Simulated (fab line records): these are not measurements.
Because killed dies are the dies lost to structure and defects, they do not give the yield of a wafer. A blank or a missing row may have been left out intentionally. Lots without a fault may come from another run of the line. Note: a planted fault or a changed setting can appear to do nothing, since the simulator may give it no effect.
The tool behind it: which one?    flow rit-cmos    14 lots, 42 wafers sampled, at 2 steps of a route of 202

WHAT THE GAUGES READ, wafer by wafer
The record holds no reading of a measuring or inspecting step that can be judged against a usual standard deviation.

WHAT TOOL EACH LOT RAN ON (gives the tool, then ch and the chambers of the sampled wafers, and finally the start)
lot   RIT_M1_METAL_ETCH_12              RIT_M1_PROBE_99
L394  rie-metal-01 ch 0,1, day 3 08:26  -
L396  rie-metal-03 ch 0,1, day 4 00:46  -
L397  rie-metal-01 ch 0,1, day 4 07:11  -
L398  rie-metal-04 ch 0,1, day 4 13:53  -
L402  rie-metal-03 ch 0,1, day 5 05:04  prober-01, day 5 07:20
L404  rie-metal-04 ch 0,1, day 5 20:47  -
L405  rie-metal-03 ch 0,1, day 5 22:10  prober-02, day 6 00:34
L406  rie-metal-01 ch 0,1, day 6 05:51  prober-01, day 6 08:07
L409  rie-metal-01 ch 0,1, day 6 18:25  prober-02, day 6 20:46
L411  rie-metal-01 ch 0,1, day 7 02:36  -
L412  rie-metal-01 ch 0, day 7 07:51    prober-01, day 7 10:09
L414  rie-metal-04 ch 0,1, day 7 17:03  prober-01, day 7 19:28
L415  rie-metal-01 ch 0,1, day 7 21:56  -
L416  rie-metal-04 ch 0, day 19 15:34   -
- RIT_M1_METAL_ETCH_12: etches Al in Cl2/BCl3, stops on SiO2, time 165 s, target depth 600 nm.
- RIT_M1_PROBE_99

WHAT THE TOOLS THEMSELVES READ (means of the sampled wafers that have a number; where no wafer has one, the mark that the record gives instead)
RIT_M1_METAL_ETCH_12. Usual: drypump-motor-current-A 5.7 A, standard deviation 0.41; mfc-cl2-sccm 60.01 sccm, standard deviation 0.18; oes-product-au 0.778 a.u., standard deviation 0.016; throttle-valve-pct 8.30 %, standard deviation 0.11.
lot   tool          drypump-motor-current-A (A)  mfc-cl2-sccm (sccm)  oes-product-au (a.u.)  throttle-valve-pct (%)  flag
L394  rie-metal-01  5.7                          59.95                0.782                  8.24                    
L396  rie-metal-03  5.5                          59.88                0.788                  8.42                    
L397  rie-metal-01  5.8                          59.89                0.791                  8.27                    
L398  rie-metal-04  6.1                          59.94                0.771                  8.21                    
L402  rie-metal-03  5.2                          60.26                0.767                  8.43                    
L404  rie-metal-04  6.2                          60.00                0.780                  8.23                    
L405  rie-metal-03  5.2                          59.98                0.759                  8.44                    
L406  rie-metal-01  5.8                          59.78                0.788                  8.28                    
L409  rie-metal-01  5.7                          59.97                0.779                  8.24                    
L411  rie-metal-01  5.8                          59.94                0.794                  8.28                    
L412  rie-metal-01  5.9                          60.17                0.803                  8.31                    
L414  rie-metal-04  5.9                          60.11                0.777                  8.17                    
L415  rie-metal-01  5.8                          60.08                0.792                  8.29                    
L416  rie-metal-04  6.3                          60.01                0.778                  8.28                    

RIT_M1_PROBE_99. Usual: defect-limited-yield 97.5 %, standard deviation 1.2; killed-at-contacts 0.1, standard deviation 0.27; killed-at-front-end 6, standard deviation 3; killed-dies 7, standard deviation 3; killed-on-rim 1.7, standard deviation 1.4; killed-open 3.1, standard deviation 2; killed-short 3.4, standard deviation 2; sort_bin_3_pad_short 0.1 %, standard deviation 0.23; sort_bin_5_function 1.4 %, standard deviation 0.76; sort_bin_6_memory 0.9 %, standard deviation 0.63; sort-n-pass 257, standard deviation 3; sort-yield-pct 97.5 %, standard deviation 1.2.
lot   tool       defect-limited-yield (%)  killed-at-contacts  killed-at-front-end  killed-dies  killed-on-rim  killed-open  killed-short  sort_bin_3_pad_short (%)  sort_bin_5_function (%)  sort_bin_6_memory (%)  sort-n-pass  sort-yield-pct (%)  flag
L402  prober-01  96.1                      0.0                 8                    10           1.7            3.3          4.3           0.1                       2.5                      1.2                    254          96.1                
L405  prober-02  96.2                      0.0                 9                    10           2.7            4.3          4.3           0.3                       2.9                      0.6                    254          96.2                
L406  prober-01  97.2                      0.0                 7                    7            2.0            4.3          3.0           0.0                       1.4                      1.4                    257          97.2                
L409  prober-02  96.7                      0.0                 9                    9            3.0            5.0          3.7           0.1                       1.6                      1.5                    255          96.7                
L412  prober-01  97.7                      0.0                 6                    6            2.3            3.3          2.7           0.0                       1.2                      1.1                    258          97.7                
L414  prober-01  96.2                      0.0                 10                   10           4.0            6.0          4.0           0.4                       2.3                      1.1                    254          96.2                

THE ANSWER, worked out from the rows above alone
Rule: a lot counts as off when the mean over its wafers that have a number is more than 3 standard deviations away from the usual mean. Also off: a lot with no number at a reading for which 4 or more lots have one. The other lots that the step has rows for count as sound. First the gauges in route order, then the tools' own readings, where a lot's mean is used as printed above. The first step at which some lot is off is used, and at that step the reading that is off furthest; a lot without a number counts as furthest.
Across all readings shown, no lot is off: no conclusion can be drawn from this.

WHAT THE SIMULATOR HAD PUT IN
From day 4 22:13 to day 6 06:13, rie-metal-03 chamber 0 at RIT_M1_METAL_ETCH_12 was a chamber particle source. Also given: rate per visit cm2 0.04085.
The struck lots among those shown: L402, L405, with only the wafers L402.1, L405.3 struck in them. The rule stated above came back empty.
